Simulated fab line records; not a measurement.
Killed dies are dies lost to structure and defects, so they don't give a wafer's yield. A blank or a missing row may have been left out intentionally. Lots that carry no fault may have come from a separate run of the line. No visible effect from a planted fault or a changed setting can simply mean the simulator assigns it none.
Which of the tools did it? :: flow ritCmos :: Sampling: 7 lots, 21 wafers, 2 of 202 route steps

WHAT THE GAUGES SHOWED, per wafer
RIT_GATE_CD_MEAS_16: the cd target is 150 nm.
lot: L630
measured: day 2 20:12
on: cdSem-02
cdNm (nm): 149.2 150.8 149.9

lot: L634
measured: day 3 14:03
on: cdSem-01
cdNm (nm): 149.4 148.5 144.3

lot: L638
measured: day 4 10:23
on: cdSem-02
cdNm (nm): 150.6 152.0 150.8

lot: L640
measured: day 4 18:58
on: cdSem-02
cdNm (nm): 151.1 150.4 150.7

lot: L642
measured: day 5 06:15
on: cdSem-01
cdNm (nm): 148.4 149.3 148.7

lot: L646
measured: day 6 01:30
on: cdSem-02
cdNm (nm): 147.1 150.8 147.9

lot: L650
measured: day 7 00:51
on: cdSem-01
cdNm (nm): - - -

WHICH TOOL RAN EACH LOT (tool, then ch and the chambers of the sampled wafers, then the start)
lot: L630
RIT_GATE_EXPOSE_13: ilineStepper-02 ch 0, day 2 19:48

lot: L634
RIT_GATE_EXPOSE_13: ilineStepper-01 ch 0, day 3 13:39

lot: L638
RIT_GATE_EXPOSE_13: ilineStepper-02 ch 0, day 4 09:59

lot: L640
RIT_GATE_EXPOSE_13: ilineStepper-02 ch 0, day 4 18:34

lot: L642
RIT_GATE_EXPOSE_13: ilineStepper-02 ch 0, day 5 05:51

lot: L646
RIT_GATE_EXPOSE_13: ilineStepper-01 ch 0, day 6 01:06

lot: L650
RIT_GATE_EXPOSE_13: ilineStepper-01 ch 0, day 7 00:24
- RIT_GATE_EXPOSE_13: exposes mask M6, target cd 150 nm.

THE ANSWER, worked out from the rows above alone
Rule: the usual values come from the lots themselves. The widest of any qualifying gaps counts: lots, ordered by their means at a reading, are off when they make up no more than a third of the lots, leave a main group of 4 or more, and stand apart from it by 3 or more times the standard deviation of that group's means. If all means in a main group match to the digits the tables above print for the reading, that group is not used. A lot without any number at a reading at which 4 lots or more have one is off too. All remaining lots with rows at the step are treated as sound.
Off, at RIT_GATE_CD_MEAS_16 on cdNm: L650. Without a number there: L650. Main group: mean 149.4 nm, sd 1.3.
A tool fits if, at a process step before that reading, it ran every lot that is off, and no sound lot after the first of them. The gauges at RIT_GATE_CD_MEAS_16 are tried like those tools. 2 tools fit, ilineStepper-01 at RIT_GATE_EXPOSE_13 and cdSem-01 at RIT_GATE_CD_MEAS_16, so this cannot tell which one it is.

WHAT WAS PUT IN BY THE SIMULATOR
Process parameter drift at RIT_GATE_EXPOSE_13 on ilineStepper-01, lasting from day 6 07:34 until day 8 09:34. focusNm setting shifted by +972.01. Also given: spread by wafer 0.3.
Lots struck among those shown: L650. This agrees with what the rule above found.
